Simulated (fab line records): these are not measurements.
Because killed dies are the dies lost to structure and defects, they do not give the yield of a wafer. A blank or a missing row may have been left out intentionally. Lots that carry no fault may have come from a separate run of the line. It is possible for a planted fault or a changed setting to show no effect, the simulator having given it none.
Split-lot study :: flow ritCmos :: 23 wafers read from 5 lots, route of 202 steps

THE SPLIT ITSELF
At RIT_NSD_IMPLANT_08, the setting energyKev was moved away from the recipe's 25 on 7 of the 23 wafers read, by -5.5% to +4.5%. This setting was run at the recipe's value on the other wafers.

FROM THE SPLIT TO THE READING: what the file shows between them, 7 steps
- RIT_NSD_STRIP_09: strips in O2, time 180 s
- RIT_NSD_TW_MEAS_10
- RIT_PSD_IMPLANT_08 (also split here: energyKev)
- RIT_PSD_STRIP_09: strips in O2, time 180 s
- RIT_SDANNEAL_CLEAN_02: cleans in SC2, time 600 s
- RIT_SDANNEAL_RTA_03: time 5 s
- RIT_SDANNEAL_RS_MEAS_04: measures by four-point-probe

THE READING
At RIT_SDANNEAL_RS_MEAS_05, a four-point-probe measurement gives NSD_RS in ohm/sq. Typical for fault-free wafers on this fab line: 84.50 ohm/sq, with standard deviation 0.29 ohm/sq.

wafer: L074.2
tool, chamber at the split: implanter-04, 0
energyKev as run: 23.62
against the recipe: -5.5%
NSD_RS, ohm/sq: 84.59
against lot-mates on the recipe: +0.66

wafer: L074.3
tool, chamber at the split: implanter-04, 0
energyKev as run: 25
against the recipe: recipe
NSD_RS, ohm/sq: 83.92
against lot-mates on the recipe: -

wafer: L074.4
tool, chamber at the split: implanter-04, 0
energyKev as run: 25
against the recipe: recipe
NSD_RS, ohm/sq: 83.94
against lot-mates on the recipe: -

wafer: L074.5
tool, chamber at the split: implanter-04, 0
energyKev as run: 23.62
against the recipe: -5.5%
NSD_RS, ohm/sq: 84.67
against lot-mates on the recipe: +0.74

wafer: L074.6
tool, chamber at the split: implanter-04, 0
energyKev as run: 23.62
against the recipe: -5.5%
NSD_RS, ohm/sq: 84.77
against lot-mates on the recipe: +0.84

wafer: L075.1
tool, chamber at the split: implanter-04, 0
energyKev as run: 25
against the recipe: recipe
NSD_RS, ohm/sq: 84.81
against lot-mates on the recipe: -

wafer: L075.5
tool, chamber at the split: implanter-04, 0
energyKev as run: 25
against the recipe: recipe
NSD_RS, ohm/sq: 84.64
against lot-mates on the recipe: -

wafer: L075.6
tool, chamber at the split: implanter-04, 0
energyKev as run: 25
against the recipe: recipe
NSD_RS, ohm/sq: 84.70
against lot-mates on the recipe: -

wafer: L077.1
tool, chamber at the split: implanter-02, 0
energyKev as run: 25
against the recipe: recipe
NSD_RS, ohm/sq: 85.03
against lot-mates on the recipe: -

wafer: L077.3
tool, chamber at the split: implanter-02, 0
energyKev as run: 25
against the recipe: recipe
NSD_RS, ohm/sq: 84.93
against lot-mates on the recipe: -

wafer: L077.4
tool, chamber at the split: implanter-02, 0
energyKev as run: 25
against the recipe: recipe
NSD_RS, ohm/sq: 85.01
against lot-mates on the recipe: -

wafer: L077.5
tool, chamber at the split: implanter-02, 0
energyKev as run: 25
against the recipe: recipe
NSD_RS, ohm/sq: 84.86
against lot-mates on the recipe: -

wafer: L077.6
tool, chamber at the split: implanter-02, 0
energyKev as run: 25
against the recipe: recipe
NSD_RS, ohm/sq: 84.93
against lot-mates on the recipe: -

wafer: L080.1
tool, chamber at the split: implanter-04, 0
energyKev as run: 25
against the recipe: recipe
NSD_RS, ohm/sq: 84.53
against lot-mates on the recipe: -

wafer: L080.2
tool, chamber at the split: implanter-04, 0
energyKev as run: 25
against the recipe: recipe
NSD_RS, ohm/sq: 84.87
against lot-mates on the recipe: -

wafer: L080.4
tool, chamber at the split: implanter-04, 0
energyKev as run: 25.41
against the recipe: +1.6%
NSD_RS, ohm/sq: 84.34
against lot-mates on the recipe: -0.36

wafer: L080.5
tool, chamber at the split: implanter-04, 0
energyKev as run: 25
against the recipe: recipe
NSD_RS, ohm/sq: 84.69
against lot-mates on the recipe: -

wafer: L080.6
tool, chamber at the split: implanter-04, 0
energyKev as run: 25.41
against the recipe: +1.6%
NSD_RS, ohm/sq: 84.34
against lot-mates on the recipe: -0.36

wafer: L085.2
tool, chamber at the split: implanter-03, 0
energyKev as run: 25
against the recipe: recipe
NSD_RS, ohm/sq: 84.44
against lot-mates on the recipe: -

wafer: L085.3
tool, chamber at the split: implanter-03, 0
energyKev as run: 26.13
against the recipe: +4.5%
NSD_RS, ohm/sq: 83.90
against lot-mates on the recipe: -0.59

wafer: L085.4
tool, chamber at the split: implanter-03, 0
energyKev as run: 26.13
against the recipe: +4.5%
NSD_RS, ohm/sq: 84.11
against lot-mates on the recipe: -0.38

wafer: L085.5
tool, chamber at the split: implanter-03, 0
energyKev as run: 25
against the recipe: recipe
NSD_RS, ohm/sq: 84.50
against lot-mates on the recipe: -

wafer: L085.6
tool, chamber at the split: implanter-03, 0
energyKev as run: 25
against the recipe: recipe
NSD_RS, ohm/sq: 84.54
against lot-mates on the recipe: -

FIT RESULTS
A straight line over all 23 wafers: NSD_RS changes by -0.0558 ohm/sq for each +1% of energyKev; r = -0.41; the points scatter about the line by 0.32 ohm/sq.
The same after taking each lot's own level away (the mean of its wafers on the recipe; 23 wafers): -0.13 ohm/sq for each +1%; r = -0.96; scatter 0.097 ohm/sq.
The reading moves by 0.72 ohm/sq for the largest change in energyKev, on that fit.
Measured against the standard deviation above, the lots' own levels, which go from 83.930 to 84.952 ohm/sq, span 3.5 times it.
So the lot-to-lot level blurs the effect unless lot-mates are compared.
Check: with one of the wafers moved furthest among these (-5.5%) left out of the fit, the line predicts +0.74 ohm/sq for it against its lot-mates. Against them it came out at +0.66 ohm/sq.

OTHER SPLITS ON THESE WAFERS
Other splits were also applied to these wafers ahead of the reading. Each is held against what the fit with the lots' levels taken away leaves over:
other split on the same wafers: RIT_NLDD_IMPLANT_08 energyKev
wafers away from the commonest value: 10
r with NSD_RS (lot level and that fit taken away): +0.09

other split on the same wafers: RIT_PLDD_COAT_01 resistThkNm
wafers away from the commonest value: 8
r with NSD_RS (lot level and that fit taken away): +0.14

other split on the same wafers: RIT_PSD_IMPLANT_08 energyKev
wafers away from the commonest value: 8
r with NSD_RS (lot level and that fit taken away): +0.03

THE WHOLE CHAIN: every reading that the file lists as answering this split, in the file's order
step: RIT_NSD_IMPLANT_08
what it does: 
reading: implant.rpNm (the simulator's own value, which no gauge read)
change (the file's fit): +0.219 nm for each +1% of the setting
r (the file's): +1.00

step: RIT_NSD_IMPLANT_08
what it does: 
reading: implant.drpNm (the simulator's own value, which no gauge read)
change (the file's fit): +0.0898 nm for each +1% of the setting
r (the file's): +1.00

step: RIT_NSD_TW_MEAS_10
what it does: 
reading: NSD_TW
change (the file's fit): +9.78 for each +1% of the setting
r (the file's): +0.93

step: RIT_SDANNEAL_RS_MEAS_05
what it does: measures by four-point-probe
reading: NSD_RS
change (the file's fit): -0.129 for each +1% of the setting
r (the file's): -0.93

FILE'S OWN FIT
NSD_RS changes by -0.129 ohm/sq for each +1% of energyKev, r = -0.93.
